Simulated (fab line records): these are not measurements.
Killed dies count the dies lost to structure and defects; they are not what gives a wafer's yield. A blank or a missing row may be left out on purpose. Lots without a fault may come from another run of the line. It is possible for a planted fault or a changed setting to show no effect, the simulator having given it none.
Struck lot and sound lot, side by side + flow berkeley cmos170 + 13 steps out of a route of 331
Sound: wafers L361.2, L361.4, L361.6. Wafers struck: L365.1, L365.2, L365.4. At the end, the cause is stated.
For every step that has rows: the tool of each side, followed by ch and its chambers, followed by its first start. Under that, the readings that differ: sound wafers + struck wafers + difference of the means + sigmas: that difference in standard deviations of wafers without a fault.
alike: readings with means less than 2 such deviations apart, plus words and numbers identical on both sides. not compared: withheld readings, readings lacking a value on some wafer, bounds such as >300 that could conceal the same value, and numbers that have no deviation in the record and whose values overlap.
A row with sigmas, a row that says differs or no value, or rows on one side alone: a step with any of these is where the two part. Numbers that don't overlap but have no deviation are shown without sigmas and don't part them. A reading that every wafer of one side lacks parts them only if that side has two wafers or more.

first, 1 step without rows for these wafers: UCB170_BACKSIDE_CLEAN_04 (cleans in SPM, time 600 s).
UCB170_SDANNEAL_RTA_00: time 10 s.
  sound on rtp anneal-01 ch 0, day 7 01:43; struck on rtp anneal-02 ch 0, day 7 21:58
  alike: lamp power pct, wafer_temp_C_max
UCB170_SDANNEAL_RTA_01: time 5 s.
  sound on rtp anneal-01 ch 0, day 7 01:47; struck on rtp anneal-02 ch 0, day 7 22:02
| reading          | sound                | struck               | difference | sigmas |
|------------------|----------------------|----------------------|------------|--------|
| wafer_temp_C_max | 1053.5 1053.6 1054.4 | 1057.4 1057.1 1059.0 | +4.0       | +2     |
  alike: lamp power pct
UCB170_SDANNEAL_RS_MEAS_02: a four-point-probe measurement.
  sound on film metro-02, day 7 02:01; struck on film metro-02, day 7 22:05
  alike: PSD_RS
UCB170_SDANNEAL_RS_MEAS_03: a four-point-probe measurement.
  sound on film metro-02, day 7 02:08; struck on film metro-02, day 7 22:13
| reading         | sound             | struck            | difference | sigmas |
|-----------------|-------------------|-------------------|------------|--------|
| NSD_RS (ohm/sq) | 37.21 37.26 37.24 | 37.50 37.51 37.54 | +0.28      | +3     |
UCB170_SDANNEAL_RS_MEAS_04: a four-point-probe measurement.
  sound on film metro-02, day 7 02:15; struck on film metro-02, day 7 22:20
  alike: PLDD_RS
UCB170_SDANNEAL_RS_MEAS_05: a four-point-probe measurement.
  sound on film metro-02, day 7 02:22; struck on film metro-02, day 7 22:27
  alike: NLDD_RS
then, 1 step without rows for these wafers: UCB170_SILICIDE_PRE_CLEAN_00 (preclean etch time 60 s).
UCB170_SILICIDE_SPUTTER_01: material Ti, target thk 30 nm, time 26.11 s.
  sound on pvd sputter-01, day 7 02:32; struck on pvd sputter-01, day 7 22:38
  alike: throttle valve pct
UCB170_SILICIDE_RS_MEAS_02: a four-point-probe measurement.
  sound on film metro-04, day 7 02:35; struck on film metro-04, day 7 22:40
  alike: SILICIDE_TI_RS
UCB170_SILICIDE_THK_MEAS_03: measures by xrf.
  sound on film metro-04, day 7 02:42; struck on film metro-04, day 7 22:47
  alike: SILICIDE_TI_THK
UCB170_SILICIDE_RTA_04: time 15 s.
  sound on rtp anneal-02 ch 0, day 7 02:46; struck on rtp anneal-02 ch 0, day 7 22:51
  alike: lamp power pct, wafer_temp_C_max
UCB170_SILICIDE_WET_ETCH_05: etches Ti in SPM, time 45 s.
  sound on wet bench-04 ch 2, day 7 02:49; struck on wet bench-01 ch 0, day 7 22:55
  no value came back on the struck wafers for bath guard temp C (C), bath heat duty pct (%), temp c (C); on the sound wafers bath guard temp C (C) reads 119.7 120.0 119.9

== WHERE THEY PART ==
Earliest at UCB170_SDANNEAL_RTA_01; latest, in this record, at UCB170_SILICIDE_WET_ETCH_05.

WHY: whatever the simulator had introduced
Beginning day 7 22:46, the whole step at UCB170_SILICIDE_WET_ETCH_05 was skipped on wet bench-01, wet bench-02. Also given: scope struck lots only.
